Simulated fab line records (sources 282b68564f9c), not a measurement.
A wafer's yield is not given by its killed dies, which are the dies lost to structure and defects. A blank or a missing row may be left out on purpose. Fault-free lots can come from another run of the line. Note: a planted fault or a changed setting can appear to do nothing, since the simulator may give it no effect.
Comparing a struck lot with a sound one | flow rit cmos | 15 out of 202 route steps
Sound: these wafers, L596.2, L596.3, L596.5. Struck: wafer L607.5 (left out: L607.1, L607.6 of the same lot, which were not struck); the cause appears at the end.
Per side, at each step with rows, come the tool, then ch with its chambers, and then its first start. Under that, the readings that differ: sound wafers | struck wafers | difference of the means | sigmas: that difference in standard deviations of wafers without a fault.
alike: readings whose means differ by less than 2 such deviations, and words and numbers that are the same on both sides. not compared: withheld readings, readings that some wafer has no value for, bounds like >300 that may hide the same value, and numbers for which the record gives no deviation and whose values overlap.
Wherever a step has rows on one side only, a row that says differs or no value, or a row with sigmas, the two part there. Numbers that have no deviation but don't overlap get no sigmas and don't part them. A reading that every wafer of one side lacks parts them only if that side has two wafers or more.

first, 1 step without rows for these wafers: RIT_ACTIVE_OXIDATION_01 (target thk 46.8 nm, ox time 3360 s).
RIT_ACTIVE_THK_MEAS_02:
  sound on film metro-03, day 2 03:04; struck on film metro-03, day 4 10:03
  alike: ACTIVE_OXIDE_THK
then, 1 step without rows for these wafers: RIT_ACTIVE_CVD_03 (deposits Si3N4 from SiH2Cl2/NH3, target thk 150 nm, time 1440 s).
RIT_ACTIVE_THK_MEAS_04:
  sound on film metro-02, day 2 04:32; struck on film metro-02, day 4 11:32
  alike: ACTIVE_NITRIDE_THK
then, 6 steps without rows for these wafers: RIT_ACTIVE_HMDS_05 (prime time 60 s); RIT_ACTIVE_COAT_06 (resist thk 1000 nm); RIT_ACTIVE_SOFTBAKE_07 (time 60 s); RIT_ACTIVE_EXPOSE_08 (exposes mask M1, target cd 1400 nm); RIT_ACTIVE_PEB_09; RIT_ACTIVE_DEVELOP_10 (develop time 50 s).
RIT_ACTIVE_CD_MEAS_11: target cd 1400 nm.
  sound on cd sem-01, day 2 05:28; struck on cd sem-02, day 4 12:26
  alike: cd nm
then, 1 step without rows for these wafers: RIT_ACTIVE_HARDBAKE_12 (time 60 s).
RIT_ACTIVE_ETCH_13: etches Si3N4 in SF6, stops on SiO2, time 210 s, target depth 210 nm.
  sound on rie diel-02 ch 1,2,3, day 2 05:43; struck on rie diel-01 ch 2, day 4 12:43
  reading        | sound       | struck  | difference | sigmas
  over etch frac | 0.4 0.4 0.4 | 0.43833 | +0.03833   |
  alike: drypump motor current A, oes product au, throttle valve pct
  not compared: rf hours counter h
RIT_ACTIVE_STRIP_14: strips in O2, time 180 s.
  sound on plasma asher-02 ch 1, day 2 05:50; struck on plasma asher-01 ch 1, day 4 12:50
  reading                     | sound          | struck | difference | sigmas
  drypump motor current A (A) | 6.03 6.04 6.02 | 5.24   | -0.79      | -3
  not compared: rf hours counter h
RIT_M1_PROBE_99:
  sound on prober-02, day 3 23:01; struck on prober-02, day 6 08:52
  alike: killed at contacts, killed at front end, killed dies, killed open, killed short

== WHERE THEY PART ==
RIT_ACTIVE_STRIP_14 only, going by this record. Later steps at which nothing parts them and some readings are alike: RIT_M1_PROBE_99.

WHY: what had been put in by the simulator
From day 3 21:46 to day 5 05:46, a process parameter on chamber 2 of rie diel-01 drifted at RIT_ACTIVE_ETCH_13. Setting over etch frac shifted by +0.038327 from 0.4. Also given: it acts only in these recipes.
